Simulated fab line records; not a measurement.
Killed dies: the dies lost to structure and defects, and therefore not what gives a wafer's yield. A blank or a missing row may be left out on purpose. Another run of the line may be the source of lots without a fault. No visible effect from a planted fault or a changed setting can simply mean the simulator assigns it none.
Struck lot and sound lot, side by side :: flow berkeley_cmos170 :: 16 steps out of a route of 331
Sound: these wafers, L107.1, L107.4, L107.5. The struck wafers were L116.2, L116.3, L116.5. At the end, the cause is stated.
Order at every step that has rows: each side's tool, ch and its chambers, its first start. Under that, the readings that differ: sound wafers :: struck wafers :: difference of the means :: sigmas: that difference in standard deviations of wafers without a fault.
alike: words and numbers the same on both sides, and readings whose means are apart by under 2 such deviations; not compared: readings that were withheld, readings missing a value for some wafer, numbers with overlapping values and no deviation given by the record, and bounds like >300 which may hide the same value.
Wherever a step has rows on one side only, a row that says differs or no value, or a row with sigmas, the two part there. Numbers that don't overlap but have no deviation are shown without sigmas and don't part them. Lack of a reading on every wafer of one side parts them only where that side has two or more wafers.

first, 5 steps without rows for these wafers: UCB170_NLDD_COAT_01 (resist thk 900 nm); UCB170_NLDD_SOFTBAKE_02 (time 60 s); UCB170_NLDD_EXPOSE_03 (exposes mask NSELECT, target cd 1200 nm); UCB170_NLDD_PEB_04; UCB170_NLDD_DEVELOP_05 (develop time 45 s).
UCB170_NLDD_CD_MEAS_06 targets a cd of 1200 nm.
  sound on cd_sem-01 at day 8 06:01; struck on cd_sem-01 at day 9 22:45
  alike: cd_nm
UCB170_NLDD_OVL_MEAS_07:
  sound on overlay-02 at day 8 06:08; struck on overlay-01 at day 9 22:52
  alike: NLDD_OVL
then, 2 steps without rows for these wafers: UCB170_NLDD_IMPLANT_08; UCB170_NLDD_IMPLANT_09.
UCB170_NLDD_STRIP_10: strips in O2.
  sound on plasma_asher-02 ch 1, day 8 06:28; struck on plasma_asher-02 ch 0,1, day 9 23:11
  alike: drypump_motor_current_A, oes_product_au, strip_time_to_endpoint_s
  not compared: rf_hours_counter_h
UCB170_NLDD_TW_MEAS_11:
  sound on film_metro-02 at day 8 06:34; struck on film_metro-04 at day 9 23:18
reading: NLDD_TW
sound: 2234 2229 2224
struck: 2279 2264 2269
difference: +42
sigmas: +2
then, 1 step without rows for these wafers: UCB170_NLDD_CLEAN_12 (cleans in SPM, time 600 s).
UCB170_SPACER_CVD_00: deposits SiO2 from TEOS/O2, target thk 376 nm, time 47 s.
  sound on pecvd-04 ch 0,1,2, day 8 07:49; struck on pecvd-04 ch 0,1,2, day 10 00:43
  alike: heater_power_w
UCB170_SPACER_THK_MEAS_01:
  sound on film_metro-01 at day 8 07:52; struck on film_metro-02 at day 10 00:46
reading: SPACER_TEOS_THK (nm)
sound: 368 376 377
struck: 742 744 752
difference: +372
sigmas: +69
then, 1 step without rows for these wafers: UCB170_SPACER_ANNEAL_02 (time 1800 s).
UCB170_SPACER_ETCHBACK_03: etches SiO2 in CHF3/CF4/Ar, stops on Si, target depth 376 nm, time 100 s.
  sound on rie_diel-02 ch 0,1,3, day 8 12:01; struck on rie_diel-02 ch 2,3, day 10 03:49
reading: mfc_ar_sccm (sccm)
sound: 119.9 119.4 119.0
struck: 120.6 120.1 120.3
difference: +0.9
sigmas: +2

reading: oes_product_au (a.u.)
sound: 0.874 0.894 0.926
struck: 0.970 0.952 0.971
difference: +0.066
sigmas: +4

reading: model.etch.depth_nm (nm)
sound: 367.8 375.8 377.5
struck: 414.6 417.2 414.3
difference: +41.7
sigmas: 
  alike: drypump_motor_current_A, throttle_valve_pct
  not compared: rf_hours_counter_h

## WHERE THEY PART
At UCB170_NLDD_TW_MEAS_11 first; at UCB170_SPACER_ETCHBACK_03 last (within this record only).

WHY: what the simulator had put in
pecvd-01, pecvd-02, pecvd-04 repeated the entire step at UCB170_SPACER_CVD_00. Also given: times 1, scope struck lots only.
